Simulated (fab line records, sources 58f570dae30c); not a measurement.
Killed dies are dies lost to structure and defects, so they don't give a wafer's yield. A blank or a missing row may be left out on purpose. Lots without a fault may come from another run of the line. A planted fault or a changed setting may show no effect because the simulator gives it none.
A struck lot beside a sound one | flow berkeley_cmos170 | 44 steps out of a route of 331
Sound: wafers L794.1, L794.5, L794.6. Struck: wafers L795.1, L795.2, L795.6. The cause comes at the end.
At each step with rows: each side's tool, then ch and its chambers, then its first start. Under that, the readings that differ: sound wafers | struck wafers | difference of the means | sigmas: that difference in standard deviations of wafers without a fault.
alike: readings whose means differ by less than 2 such deviations, and words and numbers that are the same on both sides. not compared: withheld readings, readings that some wafer has no value for, bounds like >300 that may hide the same value, and numbers for which the record gives no deviation and whose values overlap.
The two part at a step that has a row with sigmas, a row that says differs or no value, or rows on one side only. Numbers that don't overlap but have no deviation are shown without sigmas and don't part them. A reading that every wafer of one side lacks parts them only if that side has two wafers or more.

UCB170_PLDD_STRIP_10: strips in O2.
  sound on plasma_asher-04 ch 0,1, day 10 01:04; struck on plasma_asher-03 ch 0,1, day 10 01:09
  alike: drypump_motor_current_A, oes_product_au, strip_time_to_endpoint_s
  not compared: rf_hours_counter_h
UCB170_PLDD_TW_MEAS_11:
  sound on film_metro-02, day 10 01:10; struck on film_metro-04, day 10 01:15
  alike: PLDD_TW
then, 7 steps without rows for these wafers: UCB170_PLDD_CLEAN_12 (cleans in SPM, time 600 s); UCB170_NLDD_HMDS_00 (prime time 60 s); UCB170_NLDD_COAT_01 (resist thk 900 nm); UCB170_NLDD_SOFTBAKE_02 (time 60 s); UCB170_NLDD_EXPOSE_03 (exposes mask NSELECT, target cd 1200 nm); UCB170_NLDD_PEB_04; UCB170_NLDD_DEVELOP_05 (develop time 45 s).
UCB170_NLDD_CD_MEAS_06: target cd 1200 nm.
  sound on cd_sem-01, day 10 02:32; struck on cd_sem-02, day 10 02:40
  alike: cd_nm
UCB170_NLDD_OVL_MEAS_07:
  sound on overlay-02, day 10 02:40; struck on overlay-01, day 10 02:47
  alike: NLDD_OVL
then, 1 step without rows for these wafers: UCB170_NLDD_IMPLANT_08.
UCB170_NLDD_IMPLANT_09:
  sound on implanter-04 ch 0, day 10 02:50; struck on implanter-02 ch 0, day 10 03:17
UCB170_NLDD_STRIP_10: strips in O2.
  sound on plasma_asher-02 ch 0,1, day 10 02:59; struck on plasma_asher-01 ch 0,1, day 10 03:36
  alike: drypump_motor_current_A, oes_product_au, strip_time_to_endpoint_s
  not compared: rf_hours_counter_h
UCB170_NLDD_TW_MEAS_11:
  sound on film_metro-01, day 10 03:05; struck on film_metro-02, day 10 03:55
  reading | sound          | struck         | difference | sigmas
  NLDD_TW | 2206 2207 2202 | 2440 2444 2453 | +241       | +11
then, 2 steps without rows for these wafers: UCB170_NLDD_CLEAN_12 (cleans in SPM, time 600 s); UCB170_SPACER_CVD_00 (deposits SiO2 from TEOS/O2, target thk 376 nm, time 47 s).
UCB170_SPACER_THK_MEAS_01:
  sound on film_metro-01, day 10 03:22; struck on film_metro-01, day 10 06:04
  alike: SPACER_TEOS_THK
then, 1 step without rows for these wafers: UCB170_SPACER_ANNEAL_02 (time 1800 s).
UCB170_SPACER_ETCHBACK_03: etches SiO2 in CHF3/CF4/Ar, stops on Si, target depth 376 nm, time 100 s.
  sound on rie_diel-02 ch 0,1, day 10 12:04; struck on rie_diel-03 ch 0,1,2, day 10 12:04
  alike: drypump_motor_current_A, oes_product_au, throttle_valve_pct
  not compared: rf_hours_counter_h
then, 6 steps without rows for these wafers: UCB170_PSD_HMDS_00 (prime time 60 s); UCB170_PSD_COAT_01 (resist thk 900 nm); UCB170_PSD_SOFTBAKE_02 (time 60 s); UCB170_PSD_EXPOSE_03 (exposes mask PSELECT MOD, target cd 1200 nm); UCB170_PSD_PEB_04; UCB170_PSD_DEVELOP_05 (develop time 45 s).
UCB170_PSD_CD_MEAS_06: target cd 1200 nm.
  sound on cd_sem-02, day 10 13:46; struck on cd_sem-01, day 10 13:22
  alike: cd_nm
UCB170_PSD_OVL_MEAS_07:
  sound on overlay-02, day 10 13:53; struck on overlay-02, day 10 13:29
  alike: PSD_OVL
then, 1 step without rows for these wafers: UCB170_PSD_IMPLANT_08.
UCB170_PSD_STRIP_09: strips in O2.
  sound on plasma_asher-03 ch 0,1, day 10 14:04; struck on plasma_asher-04 ch 0,1, day 10 13:41
  alike: drypump_motor_current_A, oes_product_au, strip_time_to_endpoint_s
  not compared: rf_hours_counter_h
UCB170_PSD_TW_MEAS_10:
  sound on film_metro-02, day 10 14:10; struck on film_metro-04, day 10 13:47
  alike: PSD_TW
then, 7 steps without rows for these wafers: UCB170_PSD_CLEAN_11 (cleans in SPM, time 600 s); UCB170_NSD_HMDS_00 (prime time 60 s); UCB170_NSD_COAT_01 (resist thk 900 nm); UCB170_NSD_SOFTBAKE_02 (time 60 s); UCB170_NSD_EXPOSE_03 (exposes mask NSELECT MOD, target cd 1200 nm); UCB170_NSD_PEB_04; UCB170_NSD_DEVELOP_05 (develop time 45 s).
UCB170_NSD_CD_MEAS_06: target cd 1200 nm.
  sound on cd_sem-02, day 10 15:44; struck on cd_sem-02, day 10 15:28
  reading    | sound                | struck               | difference | sigmas
  cd_nm (nm) | 1199.0 1198.0 1198.4 | 1202.5 1202.8 1201.0 | +3.6       | +3
UCB170_NSD_OVL_MEAS_07:
  sound on overlay-01, day 10 15:51; struck on overlay-01, day 10 15:35
  alike: NSD_OVL
then, 1 step without rows for these wafers: UCB170_NSD_IMPLANT_08.
UCB170_NSD_STRIP_09: strips in O2.
  sound on plasma_asher-04 ch 0,1, day 10 16:02; struck on plasma_asher-02 ch 0,1, day 10 15:46
  alike: drypump_motor_current_A, oes_product_au, strip_time_to_endpoint_s
  not compared: rf_hours_counter_h
UCB170_SDANNEAL_RS_MEAS_05: measures by four-point-probe.
  sound on film_metro-01, day 10 17:46; struck on film_metro-04, day 10 17:40
  reading          | sound             | struck            | difference | sigmas
  NLDD_RS (ohm/sq) | 615.0 614.2 616.3 | 465.0 464.7 465.2 | -150.2     | -99 or more
UCB170_M3_PROBE_99:
  the record has rows for the sound wafers here (prober-01, day 11 19:43) and none for the struck ones

WHERE THEY PART
First at UCB170_NLDD_TW_MEAS_11; last, within this record, at UCB170_M3_PROBE_99.

WHY: what the simulator had put in
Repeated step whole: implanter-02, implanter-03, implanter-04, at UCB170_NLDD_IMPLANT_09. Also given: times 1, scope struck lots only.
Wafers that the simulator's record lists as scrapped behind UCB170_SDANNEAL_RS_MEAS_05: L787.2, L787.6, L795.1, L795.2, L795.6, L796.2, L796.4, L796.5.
